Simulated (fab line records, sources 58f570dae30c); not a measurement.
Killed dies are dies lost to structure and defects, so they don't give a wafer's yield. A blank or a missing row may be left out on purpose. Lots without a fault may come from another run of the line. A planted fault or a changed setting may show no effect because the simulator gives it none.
One fault seen from 2 desks | flow berkeley_cmos170 | each desk has only its own numbers; what lay behind them comes last

THE METROLOGY DESK
What the gauges read, lot by lot, whatever tool the lot ran on: means of the sampled wafers that have a number. A lot is out of limits, marked OUT, if its mean lies more than 4 standard deviations from the usual mean; the brackets give that distance.
Columns: A = M2_OVL at UCB170_M2_OVL_MEAS_16, usual 1 nm; B = M3_AL_RS at UCB170_M3_RS_MEAS_02, usual 0.0321 ohm/sq; C = M3_AL_THK at UCB170_M3_THK_MEAS_03, usual 877 nm
lot  | first seen here | A   | B                 | C
L643 | day 8 09:53     | -2  | 0.0319            | 875
L644 | day 8 10:28     | -0  | 0.0320            | 878
L647 | day 9 05:20     | 11  | 0.0318            | 886
L649 | day 9 09:23     | 3   | 0.0319            | 880
L648 | day 9 10:59     | 2   | 0.0315            | 896
L650 | day 9 18:57     | -10 | 0.0323            | 874
L652 | day 10 02:07    | 2   | 0.0328            | 863
L651 | day 10 02:38    | -3  | 0.0322            | 875
L654 | day 10 09:15    | -4  | 0.0318            | 884
L655 | day 10 18:56    | 8   | 0.0325            | 869
L660 | day 11 08:33    | 2   | 0.0318            | 885
L661 | day 12 02:57    | -2  | 0.0338 (+4.8) OUT | 837 (-4.4) OUT
L666 | day 12 23:12    | 4   | 0.0323            | 875
This desk's finding: out of limits on L661; first on L661, day 12 05:53 (M3_AL_RS at UCB170_M3_RS_MEAS_02). In limits: L643, L644, L647, L649, L648, L650, L652, L651, L654, L655, L660, L666.

THE TOOL OWNER'S DESK: pvd_sputter-04
The tool's own readings at UCB170_M3_SPUTTER_01 (material Al, target thk 900 nm, time 120 s): means of the sampled wafers that have a number, for each lot that ran on this tool. A lot is out of limits, marked OUT, if its mean lies more than 4 standard deviations from the usual mean; the brackets give that distance.
Columns: A = cathode_dc_power_W at UCB170_M3_SPUTTER_01, usual 6000.1 W; B = chamber_pressure_pa at UCB170_M3_SPUTTER_01, usual 0.5001 Pa; C = throttle_valve_pct at UCB170_M3_SPUTTER_01, usual 30.0 %
lot  | first seen here | A      | B      | C
L649 | day 9 12:44     | 6001.2 | 0.5000 | 29.5
L651 | day 10 06:01    | 6000.0 | 0.5009 | 29.5
L654 | day 10 12:31    | 5999.7 | 0.5006 | 30.3
L660 | day 11 11:43    | 6000.4 | 0.4997 | 29.6
L661 | day 12 05:49    | 5999.9 | 0.5001 | 30.5
This desk's finding: nothing out of limits on any of the 5 lots.

PUT TOGETHER
The metrology desk could have raised an alarm at day 12 05:53, on L661.
The tool owner's desk saw nothing out of limits.
The tool owner's desk has L661 on record, within its limits.
Of the lots named, all ran UCB170_M3_SPUTTER_01 on pvd_sputter-04.

WHAT THE SIMULATOR HAD PUT IN
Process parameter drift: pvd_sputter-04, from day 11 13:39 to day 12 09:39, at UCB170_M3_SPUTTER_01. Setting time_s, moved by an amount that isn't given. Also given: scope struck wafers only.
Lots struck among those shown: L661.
Hours from the fault's start to each desk's first reading out of limits: the metrology desk, 16.
